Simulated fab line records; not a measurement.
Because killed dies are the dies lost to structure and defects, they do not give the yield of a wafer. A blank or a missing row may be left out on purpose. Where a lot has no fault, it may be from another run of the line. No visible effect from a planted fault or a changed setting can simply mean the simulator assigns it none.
Chamber matching    flow berkeley-cmos170    UCB170_M2_ETCH_17 on rie-diel-01 has 4 sister chambers
The step etches BARC in N2/H2. 20 wafers are shown with their chamber, then 10 later ones without.

== EACH WAFER AND ITS CHAMBER ==
wafer   chamber  drypump-motor-current-A (A)  throttle-valve-pct (%)  oes-product-au (a.u.)
L077.1  2        6.0                          13.51                   1.019
L077.5  1        6.4                          13.72                   1.002
L077.6  2        6.1                          13.51                   1.023
L076.3  0        5.9                          13.50                   0.991
L076.5  2        6.1                          13.54                   1.025
L076.6  3        5.5                          13.11                   0.998
L078.1  3        5.5                          13.10                   1.003
L078.5  0        5.9                          13.52                   0.999
L078.6  3        5.5                          13.12                   1.003
L079.1  0        5.9                          13.52                   1.003
L079.2  3        5.5                          13.12                   1.012
L079.5  3        5.5                          13.12                   1.008
L083.3  2        6.1                          13.54                   1.024
L083.4  3        5.5                          13.09                   1.013
L083.5  3        5.5                          13.10                   1.004
L085.2  1        6.4                          13.72                   1.014
L085.3  0        5.9                          13.52                   0.991
L085.4  3        5.5                          13.12                   0.998
L086.1  0        5.9                          13.52                   0.997
L086.3  3        5.5                          13.11                   0.989

SIGNATURES (averages over the wafers above)
reading                  chamber 0  chamber 1  chamber 2  chamber 3  scatter within a chamber
drypump-motor-current-A  5.900      6.400      6.075      5.500      0.0217
throttle-valve-pct       13.5160    13.7200    13.5250    13.1100    0.0118
oes-product-au           0.99620    1.00800    1.02275    1.00311    0.0064
Rule: for each reading, subtract the chamber's mean from the wafer's reading, divide by that reading's scatter and square the result; add these up over the readings and take the root, which gives the wafer's distance from the chamber. The wafer belongs to the nearest chamber; if the next one is less than 2 further off, it can't be placed. The scatter: the root of (the sum of the squares of (reading less its chamber's mean) over the shown wafers, divided by (wafers less chambers)).

== WAFERS WITH NO CHAMBER GIVEN ==
wafer   drypump-motor-current-A (A)  throttle-valve-pct (%)  oes-product-au (a.u.)
L086.5  6.4                          13.72                   1.010
L089.1  6.4                          13.73                   1.016
L089.2  6.0                          13.56                   1.017
L089.3  5.9                          13.52                   1.019
L089.4  6.4                          13.74                   1.014
L089.5  6.0                          13.56                   1.023
L089.6  5.9                          13.52                   1.003
L095.1  5.5                          13.10                   0.996
L095.4  6.1                          13.57                   1.013
L095.5  5.9                          13.50                   1.007

== WHICH CHAMBER EACH WENT THROUGH ==
wafer   from the rows above  in truth
L086.5  1                    1
L089.1  1                    1
L089.2  2                    2
L089.3  0                    0
L089.4  1                    1
L089.5  2                    2
L089.6  0                    0
L095.1  3                    3
L095.4  2                    2
L095.5  0                    0
Correctly placed: 10 of 10. Left unplaced by these rows: 0. 0 placed wrongly.
